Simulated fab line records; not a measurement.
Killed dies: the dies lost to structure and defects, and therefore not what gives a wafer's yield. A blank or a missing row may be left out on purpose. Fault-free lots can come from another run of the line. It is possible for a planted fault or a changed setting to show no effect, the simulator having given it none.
Commonality check across tools -- flow berkeleyCmos170 -- 14 lots, 42 wafers sampled

== WHY THIS WAS OPENED ==
At UCB170_V2_THK_MEAS_04 the reading V2_POLISHED_THK is flagged on 2 of 14 lots. Fault-free wafers read 1000.3 nm, with a standard deviation of 1.3.
Rule: a lot gets a flag if all its wafers with a number sit over 4 standard deviations from that mean, or if no wafer of it has a number. The rest of the lots are taken to be sound.

lot,measured,on,"V2_POLISHED_THK (nm), wafer by wafer",flag
L921,day 8 22:41,filmMetro-04,998.1 1002.1 998.1,
L920,day 8 23:19,filmMetro-04,1001.0 999.6 1002.8,
L922,day 9 11:22,filmMetro-04,1001.7 1001.3 1000.9,
L923,day 9 13:06,filmMetro-03,1000.0 1000.6 997.7,
L924,day 9 13:44,filmMetro-03,999.1 999.0 1001.3,
L925,day 10 02:12,filmMetro-03,999.1 1001.2 1001.1,
L926,day 10 02:32,filmMetro-04,1000.1 1001.3 1000.2,
L929,day 10 11:54,filmMetro-02,1001.3 999.1 1000.9,
L928,day 10 13:32,filmMetro-02,1000.4 998.2 998.2,
L930,day 11 04:56,filmMetro-04,1334.8 1358.8 1354.0,FLAGGED
L931,day 11 06:16,filmMetro-03,1002.4 999.5 1000.9,
L932,day 11 06:59,filmMetro-04,1320.4 1339.7 1352.8,FLAGGED
L940,day 13 02:30,filmMetro-04,999.2 1002.6 1000.9,
L942,day 13 03:13,filmMetro-03,998.3 1000.6 1000.9,
The numbers of the flagged lots are 1343.4 nm on average: +343.1 nm against the usual, or +99 or more standard deviations.

== LOT BY LOT: THE TOOL USED ==
The record keeps 1 process step preceding the reading, out of 331 steps on the route. Every cell lists first the tool, next ch and the chambers used by the sampled wafers, and last the start.
lot,flag,UCB170_V2_CMP_02
L921,,"cmp-01 ch 1,3, day 8 22:16"
L920,,"cmp-02 ch 1,2,3, day 8 22:53"
L922,,"cmp-02 ch 0,2, day 9 10:59"
L923,,"cmp-01 ch 0,1,3, day 9 12:50"
L924,,"cmp-02 ch 1,2,3, day 9 13:26"
L925,,"cmp-01 ch 2,3, day 10 01:47"
L926,,"cmp-02 ch 0,1,2, day 10 02:07"
L929,,"cmp-02 ch 0,3, day 10 11:32"
L928,,"cmp-01 ch 2,3, day 10 13:09"
L930,FLAGGED,"cmp-02 ch 1,2, day 11 04:31"
L931,,"cmp-01 ch 0,1,3, day 11 05:52"
L932,FLAGGED,"cmp-02 ch 0,2,3, day 11 06:37"
L940,,"cmp-01 ch 0,1, day 13 02:04"
L942,,"cmp-01 ch 0,1,3, day 13 02:53"
What these steps do:
- UCB170_V2_CMP_02: polishes SiO2.
- UCB170_V2_THK_MEAS_04

== FLAGGED AGAINST TOTAL, ONE TOOL AT A TIME (gauges that did the reading follow at the end) ==
step,tool,lots run,flagged,share of the flagged lots,sound lots run after its first flagged lot
UCB170_V2_CMP_02,cmp-01,7,0,none,-
UCB170_V2_CMP_02,cmp-02,7,2,all,0
UCB170_V2_THK_MEAS_04,filmMetro-02,2,0,none,-
UCB170_V2_THK_MEAS_04,filmMetro-03,5,0,none,-
UCB170_V2_THK_MEAS_04,filmMetro-04,7,2,all,1 (L940)

== WHAT THE TABLE ALLOWS ==
2 rows of the table ran every flagged lot: cmp-02 at UCB170_V2_CMP_02, filmMetro-04 at UCB170_V2_THK_MEAS_04.
- cmp-02 at UCB170_V2_CMP_02: 2 of its 7 lots flagged. Last sound lot L929 at day 10 11:32, first flagged lot L930 at day 11 04:31; a fault beginning in between fits.
- filmMetro-04 at UCB170_V2_THK_MEAS_04: 2 of its 7 lots flagged. Sound lots followed the first flagged one (L940) on it, something a lasting fault affecting the whole tool could not allow.
One tool is left: cmp-02 at UCB170_V2_CMP_02.

== WHAT HAD BEEN PUT IN BY THE SIMULATOR ==
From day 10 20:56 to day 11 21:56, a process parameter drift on cmp-02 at UCB170_V2_CMP_02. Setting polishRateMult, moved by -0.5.
Shown lots that were struck: L930, L932. The rule above reached the same finding.
